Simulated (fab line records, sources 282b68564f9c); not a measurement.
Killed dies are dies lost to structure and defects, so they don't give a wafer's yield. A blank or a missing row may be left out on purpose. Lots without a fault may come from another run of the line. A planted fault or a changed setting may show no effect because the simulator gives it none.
Which tool did it? | flow rit_cmos | 15 lots, 45 wafers sampled, at 4 steps of a route of 202

WHAT THE GAUGES READ, wafer by wafer
RIT_ACTIVE_THK_MEAS_04.
lot  | measured    | on            | ACTIVE_NITRIDE_THK (nm)
L125 | day 1 14:23 | film_metro-01 | 149.3 149.9 149.2
L126 | day 1 23:47 | film_metro-04 | 151.5 151.1 150.9
L127 | day 2 01:55 | film_metro-01 | 149.6 148.8 148.7
L128 | day 2 04:32 | film_metro-03 | 149.0 150.0 148.0
L129 | day 2 09:32 | film_metro-03 | 148.3 146.9 147.4
L132 | day 3 00:56 | film_metro-01 | 149.2 148.9 147.6
L137 | day 4 01:32 | film_metro-01 | 152.9 152.3 151.6
L138 | day 4 06:32 | film_metro-03 | 151.2 151.0 149.8
L139 | day 4 11:32 | film_metro-01 | 151.6 150.9 150.6
L140 | day 4 16:32 | film_metro-03 | 151.1 150.7 150.1
L141 | day 4 21:32 | film_metro-03 | 146.6 147.5 147.9
L143 | day 5 07:32 | film_metro-01 | 149.1 150.2 148.4
L145 | day 5 17:58 | film_metro-03 | 149.7 149.3 149.3
L146 | day 5 22:49 | film_metro-04 | 147.9 149.7 149.6
L148 | day 6 08:32 | film_metro-03 | 151.9 151.6 151.0

RIT_REOX_THK_MEAS_04.
lot  | measured    | on            | REOX_OXIDE_THK (nm)
L125 | day 2 16:14 | film_metro-03 | 25.2 25.2 25.2
L126 | day 3 01:52 | film_metro-02 | 25.1 25.2 25.7
L127 | day 3 04:22 | film_metro-01 | 25.3 25.0 24.8
L128 | day 3 08:25 | film_metro-03 | 25.0 25.0 24.9
L129 | day 3 12:28 | film_metro-03 | 24.1 23.7 24.1
L132 | day 4 03:10 | film_metro-02 | 24.9 25.1 25.2
L137 | day 5 03:50 | film_metro-03 | 25.5 25.1 25.6
L138 | day 5 11:23 | film_metro-01 | 24.7 25.0 24.8
L139 | day 5 16:46 | film_metro-02 | 25.4 25.6 25.6
L140 | day 5 19:32 | film_metro-03 | 25.3 25.3 25.4
L141 | day 6 01:17 | film_metro-03 | 26.0 26.2 26.0
L143 | day 6 10:47 | film_metro-02 | 25.6 25.3 25.2
L145 | day 6 20:23 | film_metro-02 | 25.3 25.1 25.1
L146 | day 7 02:14 | film_metro-01 | 24.1 24.4 24.6
L148 | day 7 11:50 | film_metro-02 | 25.8 25.7 25.7

RIT_M1_CD_MEAS_90: target cd 2600 nm.
lot  | measured    | on        | cd_nm (nm)
L125 | day 3 07:13 | cd_sem-02 | 2599.0 2599.9 2598.8
L126 | day 3 16:28 | cd_sem-02 | 2597.9 2600.5 2598.1
L127 | day 3 19:13 | cd_sem-02 | 2600.0 2600.8 2599.4
L128 | day 3 22:56 | cd_sem-02 | 2597.9 2597.8 2599.9
L129 | day 4 02:59 | cd_sem-01 | 2598.0 2597.2 2598.5
L132 | day 4 18:08 | cd_sem-01 | 2595.4 2597.5 2597.1
L137 | day 5 18:45 | cd_sem-02 | 2603.5 2601.8 2601.2
L138 | day 6 02:55 | cd_sem-01 | 2595.1 2596.7 2595.4
L139 | day 6 07:36 | cd_sem-01 | 2594.0 2594.3 2594.7
L140 | day 6 10:10 | cd_sem-02 | 2597.8 2599.8 2597.3
L141 | day 6 16:35 | cd_sem-02 | 2595.1 2597.6 2597.8
L143 | day 7 01:41 | cd_sem-02 | 2602.1 2601.4 2599.3
L145 | day 7 12:03 | cd_sem-01 | 2597.6 2597.0 2597.3
L146 | day 7 17:41 | cd_sem-01 | 2598.6 2597.9 2601.1
L148 | day 8 02:55 | cd_sem-01 | 2597.6 2595.9 2595.1

WHICH TOOL RAN EACH LOT (tool, then ch and the chambers of the sampled wafers, then the start)
lot  | RIT_NWELL_SOFTBAKE_02
L125 | litho_track-02 ch 0, day 1 20:46
L126 | litho_track-02 ch 0, day 2 05:58
L127 | litho_track-01 ch 0, day 2 08:05
L128 | litho_track-04 ch 0, day 2 10:44
L129 | litho_track-01 ch 0, day 2 16:36
L132 | litho_track-02 ch 0, day 3 07:12
L137 | litho_track-02 ch 0, day 4 07:52
L138 | litho_track-02 ch 0, day 4 13:17
L139 | litho_track-02 ch 0, day 4 18:41
L140 | litho_track-04 ch 0, day 4 22:41
L141 | litho_track-04 ch 0, day 5 03:41
L143 | litho_track-01 ch 0, day 5 14:32
L145 | litho_track-01 ch 0, day 6 00:08
L146 | litho_track-04 ch 0, day 6 05:33
L148 | litho_track-04 ch 0, day 6 15:40
- RIT_NWELL_SOFTBAKE_02: time 60 s.

WHAT THE TOOLS THEMSELVES READ (means of the sampled wafers that have a number; where no wafer has one, the mark that the record gives instead)
RIT_NWELL_SOFTBAKE_02.
lot  | tool           | chill_plate_temp_C (C) | heater_power_total_W (W) | run_length_s (s)
L125 | litho_track-02 | 22.87                  | 34.58                    | 89.36
L126 | litho_track-02 | 23.13                  | 34.58                    | 89.52
L127 | litho_track-01 | 23.09                  | 34.55                    | 89.28
L128 | litho_track-04 | 22.95                  | 34.54                    | 89.14
L129 | litho_track-01 | 22.98                  | 34.57                    | 89.30
L132 | litho_track-02 | 23.02                  | 34.60                    | 89.56
L137 | litho_track-02 | 22.88                  | 35.90                    | 82.27
L138 | litho_track-02 | 23.14                  | 35.92                    | 82.22
L139 | litho_track-02 | 23.09                  | 35.94                    | 82.27
L140 | litho_track-04 | 22.89                  | 34.58                    | 89.20
L141 | litho_track-04 | 22.93                  | 34.59                    | 89.04
L143 | litho_track-01 | 22.98                  | 34.60                    | 89.23
L145 | litho_track-01 | 22.94                  | 34.58                    | 89.29
L146 | litho_track-04 | 23.08                  | 34.58                    | 89.17
L148 | litho_track-04 | 22.95                  | 34.54                    | 89.19

THE ANSWER, worked out from the rows above alone
Rule: what is usual is taken from the lots themselves. Put in order of their means at a reading, lots are off if they are a third of the lots or fewer, leave a main group of 4 or more, and stand apart from it by a gap of 3 or more times the standard deviation of the main group's means; of several such gaps the widest counts. A main group whose means are all the same, to the digits that the tables above print for the reading, isn't used. A lot without any number at a reading at which 4 lots or more have one is off too. The other lots that the step has rows for count as sound. The gauges are gone through in route order, then the tools' own readings, and for those a lot's mean is taken as printed above. The first step at which some lot is off is used, and at that step the reading that is off furthest; a lot without a number counts as furthest.
Off: L137, L138, L139, at RIT_NWELL_SOFTBAKE_02 (heater_power_total_W). The main group: mean 34.57 W, standard deviation 0.02.
A tool fits if, at that step or a process step before it, it ran every lot that is off, and no sound lot after the first of them. One fits: litho_track-02 at RIT_NWELL_SOFTBAKE_02. Its last sound lot is L132 (day 3 07:12), its first lot that is off L137 (day 4 07:52): a fault that began between those two fits.
The tool's own readings at RIT_NWELL_SOFTBAKE_02 bear it out: on the lots that are off they differ by more than 5 times the standard deviation of the sound lots' means. heater_power_total_W reads 35.92 W there against 34.57 W on the sound lots; run_length_s reads 82.25 s there against 89.27 s on the sound lots.

WHAT THE SIMULATOR HAD PUT IN
Process parameter drift: litho_track-02, from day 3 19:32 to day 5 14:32, at RIT_NWELL_SOFTBAKE_02. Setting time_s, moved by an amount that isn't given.
Lots struck among those shown: L137, L138, L139. The rule above found the same.
